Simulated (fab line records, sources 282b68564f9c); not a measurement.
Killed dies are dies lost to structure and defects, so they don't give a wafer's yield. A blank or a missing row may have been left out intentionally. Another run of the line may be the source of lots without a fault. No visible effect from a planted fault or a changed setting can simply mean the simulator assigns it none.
fab line records / flow rit-cmos
[record] lots = 14 wafers = 42 last-day = 6
route steps=202 shown NRETRO@62 M1@202
lots with no fault: from the same line, run without faults
start-h: hours from the record's opening day to when the first of the lot's shown wafers began / wait-h: hours elapsed since this lot's preceding step / " unchanged from the row above / L1.1+2: one row covering several wafers at once / - value missing, or start not given / * or withheld: withheld / < > ~ a bound
route shown NAME@n: NAME is a module with steps in the file, n the number in the route of the first one / usual: the fault-free wafers' mean and standard deviation / same: alike in all rows / chamber/n: place in a boat / sites: per-site readings / _std_site: the standard deviation of these / _edge_site: inner sites' mean taken away from outer sites' mean / radius-mm: for every site, how far away it sits from the centre of the wafer / mask NAME#n: copy n / behind: tool/chamber where the wafer was last shaped / hold: cause of the lot's hold/its duration in hours/its outcome / device: names the non-switching transistor (n, p or np) / end of line: at the end of the route, the tests of the same wafers / a step given without rows: its recipe and nothing more / killed: at the first sort, the dies lost to defects and structure; wafer yield is something else / map: a wafer's dies, x killed, . not, _ none there
set.NAME: the setting that was run; set.NAME@STEP: the one run at that earlier step / model.NAME: the simulator's own value behind a step, which no gauge read
one table for each step of the route and one row for each wafer, over a sample of lots
services: from which hour (start-h, from the record's first day; less than 0 if before it) a tool's chamber was out of use, for how many hours, and why
[[steps]]
[step RIT_NRETRO_STRIP_09]
[recipe] chemistry = O2 time-s = 180 resist = NOVOLAK platen-temp-c = withheld power-w = 500 pressure-mtorr = 4000 o2-flow-sccm = 4000
[usual] drypump-motor-current-A = 5.4/0.44
lot.wafer=L778.2 tool=plasma-asher-01 chamber=1 start-h=31.15 wait-h=0.1 drypump-motor-current-A=4.8 rf-hours-counter-h=36
lot.wafer=L778.4 tool=plasma-asher-01 chamber=0 start-h=31.15 wait-h=0.1 drypump-motor-current-A=5.8 rf-hours-counter-h=-
lot.wafer=L778.5 tool=plasma-asher-01 chamber=0 start-h=31.15 wait-h=0.1 drypump-motor-current-A=5.8 rf-hours-counter-h=-
lot.wafer=L781.1 tool=plasma-asher-02 chamber=1 start-h=49.54 wait-h=0.1 drypump-motor-current-A=5.2 rf-hours-counter-h=26
lot.wafer=L781.5 tool=plasma-asher-02 chamber=1 start-h=49.54 wait-h=0.1 drypump-motor-current-A=5.1 rf-hours-counter-h=-
lot.wafer=L781.6 tool=plasma-asher-02 chamber=0 start-h=49.54 wait-h=0.1 drypump-motor-current-A=5.3 rf-hours-counter-h=-
lot.wafer=L782.1 tool=plasma-asher-01 chamber=1 start-h=55.58 wait-h=0.1 drypump-motor-current-A=4.8 rf-hours-counter-h=38
lot.wafer=L782.5 tool=plasma-asher-01 chamber=1 start-h=55.58 wait-h=0.1 drypump-motor-current-A=4.8 rf-hours-counter-h=-
lot.wafer=L782.6 tool=plasma-asher-01 chamber=0 start-h=55.58 wait-h=0.1 drypump-motor-current-A=5.8 rf-hours-counter-h=-
lot.wafer=L783.1 tool=plasma-asher-01 chamber=1 start-h=61.27 wait-h=0.1 drypump-motor-current-A=4.8 rf-hours-counter-h=38
lot.wafer=L783.2 tool=plasma-asher-01 chamber=0 start-h=61.27 wait-h=0.1 drypump-motor-current-A=5.8 rf-hours-counter-h=38
lot.wafer=L783.5 tool=plasma-asher-01 chamber=1 start-h=61.27 wait-h=0.1 drypump-motor-current-A=4.8 rf-hours-counter-h=-
lot.wafer=L784.2 tool=plasma-asher-01 chamber=1 start-h=63.68 wait-h=0.1 drypump-motor-current-A=4.7 rf-hours-counter-h=39
lot.wafer=L784.3 tool=plasma-asher-01 chamber=0 start-h=63.68 wait-h=0.1 drypump-motor-current-A=5.8 rf-hours-counter-h=-
lot.wafer=L784.5 tool=plasma-asher-01 chamber=1 start-h=63.68 wait-h=0.1 drypump-motor-current-A=4.8 rf-hours-counter-h=-
lot.wafer=L786.1 tool=plasma-asher-03 chamber=0 start-h=72.52 wait-h=0.1 drypump-motor-current-A=5.2 rf-hours-counter-h=45
lot.wafer=L786.4 tool=plasma-asher-03 chamber=1 start-h=72.52 wait-h=0.1 drypump-motor-current-A=6.1 rf-hours-counter-h=-
lot.wafer=L786.6 tool=plasma-asher-03 chamber=1 start-h=72.52 wait-h=0.1 drypump-motor-current-A=6.1 rf-hours-counter-h=-
lot.wafer=L787.1 tool=plasma-asher-03 chamber=0 start-h=77.66 wait-h=0.1 drypump-motor-current-A=5.3 rf-hours-counter-h=45
lot.wafer=L787.4 tool=plasma-asher-03 chamber=1 start-h=77.66 wait-h=0.1 drypump-motor-current-A=6.0 rf-hours-counter-h=-
lot.wafer=L787.6 tool=plasma-asher-03 chamber=1 start-h=77.66 wait-h=0.1 drypump-motor-current-A=6.1 rf-hours-counter-h=-
lot.wafer=L788.2 tool=plasma-asher-03 chamber=1 start-h=82.47 wait-h=0.1 drypump-motor-current-A=6.1 rf-hours-counter-h=46
lot.wafer=L788.3 tool=plasma-asher-03 chamber=0 start-h=82.47 wait-h=0.1 drypump-motor-current-A=5.3 rf-hours-counter-h=-
lot.wafer=L788.4 tool=plasma-asher-03 chamber=1 start-h=82.47 wait-h=0.1 drypump-motor-current-A=6.0 rf-hours-counter-h=-
lot.wafer=L789.1 tool=plasma-asher-01 chamber=0 start-h=86.78 wait-h=0.1 drypump-motor-current-A=5.8 rf-hours-counter-h=41
lot.wafer=L789.4 tool=plasma-asher-01 chamber=1 start-h=86.78 wait-h=0.1 drypump-motor-current-A=4.8 rf-hours-counter-h=-
lot.wafer=L789.5 tool=plasma-asher-01 chamber=0 start-h=86.78 wait-h=0.1 drypump-motor-current-A=5.8 rf-hours-counter-h=-
lot.wafer=L790.2 tool=plasma-asher-01 chamber=1 start-h=91.15 wait-h=0.1 drypump-motor-current-A=4.8 rf-hours-counter-h=42
lot.wafer=L790.4 tool=plasma-asher-01 chamber=0 start-h=91.15 wait-h=0.1 drypump-motor-current-A=5.8 rf-hours-counter-h=-
lot.wafer=L790.5 tool=plasma-asher-01 chamber=1 start-h=91.15 wait-h=0.1 drypump-motor-current-A=4.8 rf-hours-counter-h=-
lot.wafer=L791.2 tool=plasma-asher-03 chamber=0 start-h=95.70 wait-h=0.1 drypump-motor-current-A=5.3 rf-hours-counter-h=47
lot.wafer=L791.3 tool=plasma-asher-03 chamber=1 start-h=95.70 wait-h=0.1 drypump-motor-current-A=6.1 rf-hours-counter-h=-
lot.wafer=L791.4 tool=plasma-asher-03 chamber=0 start-h=95.70 wait-h=0.1 drypump-motor-current-A=5.3 rf-hours-counter-h=-
lot.wafer=L793.1 tool=plasma-asher-02 chamber=1 start-h=106.72 wait-h=0.1 drypump-motor-current-A=5.1 rf-hours-counter-h=33
lot.wafer=L793.2 tool=plasma-asher-02 chamber=0 start-h=106.72 wait-h=0.1 drypump-motor-current-A=5.3 rf-hours-counter-h=33
lot.wafer=L793.6 tool=plasma-asher-02 chamber=1 start-h=106.72 wait-h=0.1 drypump-motor-current-A=5.1 rf-hours-counter-h=-
lot.wafer=L795.1 tool=plasma-asher-02 chamber=0 start-h=115.85 wait-h=0.1 drypump-motor-current-A=5.2 rf-hours-counter-h=34
lot.wafer=L795.2 tool=plasma-asher-02 chamber=1 start-h=115.85 wait-h=0.1 drypump-motor-current-A=5.1 rf-hours-counter-h=34
lot.wafer=L795.6 tool=plasma-asher-02 chamber=0 start-h=115.85 wait-h=0.1 drypump-motor-current-A=5.3 rf-hours-counter-h=-
lot.wafer=L796.1 tool=plasma-asher-02 chamber=1 start-h=122.13 wait-h=0.1 drypump-motor-current-A=5.1 rf-hours-counter-h=35
lot.wafer=L796.3 tool=plasma-asher-02 chamber=1 start-h=122.13 wait-h=0.1 drypump-motor-current-A=5.1 rf-hours-counter-h=-
lot.wafer=L796.6 tool=plasma-asher-02 chamber=0 start-h=122.13 wait-h=0.1 drypump-motor-current-A=5.2 rf-hours-counter-h=-
[step RIT_M1_PROBE_99]
[usual] killed-at-contacts = 0.1/0.3 killed-at-front-end = 7/3.3 killed-dies = 7/3.3 killed-on-rim = 2.2/1.4 killed-open = 3.8/2.3 killed-short = 3.5/2.1
[same] gross-dies = 264 killed_at_M0_to_M3 = 0 killed_at_M4_up = 0 killed-at-back-side = 0 killed-at-other = 0
lot.wafer=L795.1 tool=prober-02 chamber=- start-h=143.96 wait-h=0.1 killed-at-contacts=0 killed-at-front-end=6 killed-dies=6 killed-on-rim=1 killed-open=3 killed-short=3
lot.wafer=L795.2 tool=prober-02 chamber=- start-h=144.01 wait-h=0.1 killed-at-contacts=0 killed-at-front-end=31 killed-dies=31 killed-on-rim=11 killed-open=3 killed-short=6
lot.wafer=L795.6 tool=prober-02 chamber=- start-h=144.21 wait-h=0.2 killed-at-contacts=0 killed-at-front-end=4 killed-dies=4 killed-on-rim=1 killed-open=2 killed-short=2
lot.wafer=L796.1 tool=prober-01 chamber=- start-h=151.62 wait-h=0.1 killed-at-contacts=0 killed-at-front-end=31 killed-dies=31 killed-on-rim=9 killed-open=3 killed-short=8
lot.wafer=L796.3 tool=prober-01 chamber=- start-h=151.72 wait-h=0.2 killed-at-contacts=0 killed-at-front-end=32 killed-dies=32 killed-on-rim=11 killed-open=5 killed-short=4
lot.wafer=L796.6 tool=prober-01 chamber=- start-h=151.87 wait-h=0.2 killed-at-contacts=0 killed-at-front-end=4 killed-dies=4 killed-on-rim=2 killed-open=3 killed-short=1
// killed by level:class
L795.1 GATE:geometric-particle:open=3 GATE:geometric-particle:short=2 SPACER:geometric-particle:short=1
L795.2 NRETRO:unspecified=22 FOX1:geometric-particle:short=3 GATE:geometric-particle:short=2 REOX:geometric-particle:open=2 REOX:geometric-particle:short=1 SILICIDE:geometric-particle:open=1
L795.6 GATE:geometric-particle:open=1 REOX:geometric-particle:open=1 SPACER:geometric-particle:short=1 SILICIDE:geometric-particle:short=1
L796.1 NRETRO:unspecified=20 GATE:geometric-particle:short=3 FOX2:geometric-particle:short=2 FOX1:geometric-particle:short=1 FOX2:geometric-particle:open=1 REOX:geometric-particle:open=1 REOX:geometric-particle:short=1 SPACER:geometric-particle:open=1
L796.3 NRETRO:unspecified=23 FOX1:geometric-particle:open=3 FOX1:geometric-particle:short=2 FOX2:geometric-particle:short=1 REOX:geometric-particle:open=1 SPACER:geometric-particle:open=1 SPACER:geometric-particle:short=1
L796.6 FOX1:geometric-particle:open=1 FOX1:geometric-particle:short=1 FOX2:geometric-particle:open=1 GATE:geometric-particle:open=1
[[services]]
tool=plasma-asher-01 chamber=- start-h=14.56 hours=3.2 kind=repair
tool=plasma-asher-03 chamber=- start-h=86.96 hours=2.8 kind=repair
tool=plasma-asher-03 chamber=- start-h=108.75 hours=9.0 kind=pm
tool=plasma-asher-03 chamber=0 start-h=108.75 hours=9.0 kind=vent-cycle
tool=plasma-asher-03 chamber=1 start-h=108.75 hours=9.0 kind=vent-cycle
tool=plasma-asher-03 chamber=0 start-h=117.75 hours=- kind=clean
tool=plasma-asher-03 chamber=1 start-h=117.75 hours=- kind=clean
[[key]]
[first-sign] step = RIT_M1_PROBE_99 reading = killed-at-front-end direction = up sigmas = 7.3 usual = 7 struck = 31
[effect] step = RIT_M1_PROBE_99 reading = killed-dies direction = up sigmas = 7.3 usual = 7 struck = 31
met-at RIT_NRETRO_STRIP_09
struck-lots L795,L796
struck-wafers L795.2,L796.1,L796.3
tester-left-out L795,L796
onset-between 106.72 115.85
[fault] kind = chamber-particle-source tool = plasma-asher-02 chamber = 1 onset-h = 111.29 steps = RIT_NRETRO_STRIP_09 rate-per-visit-cm2 = 1.35 end-h = 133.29
// tester-left-out: of these lots the tester's yield and bins aren't shown, on N5 and GAA mostly nor the transistor test; their killed dies are dies lost to structure and defects alone, not to doping, threshold or leakage, so they don't give the yield
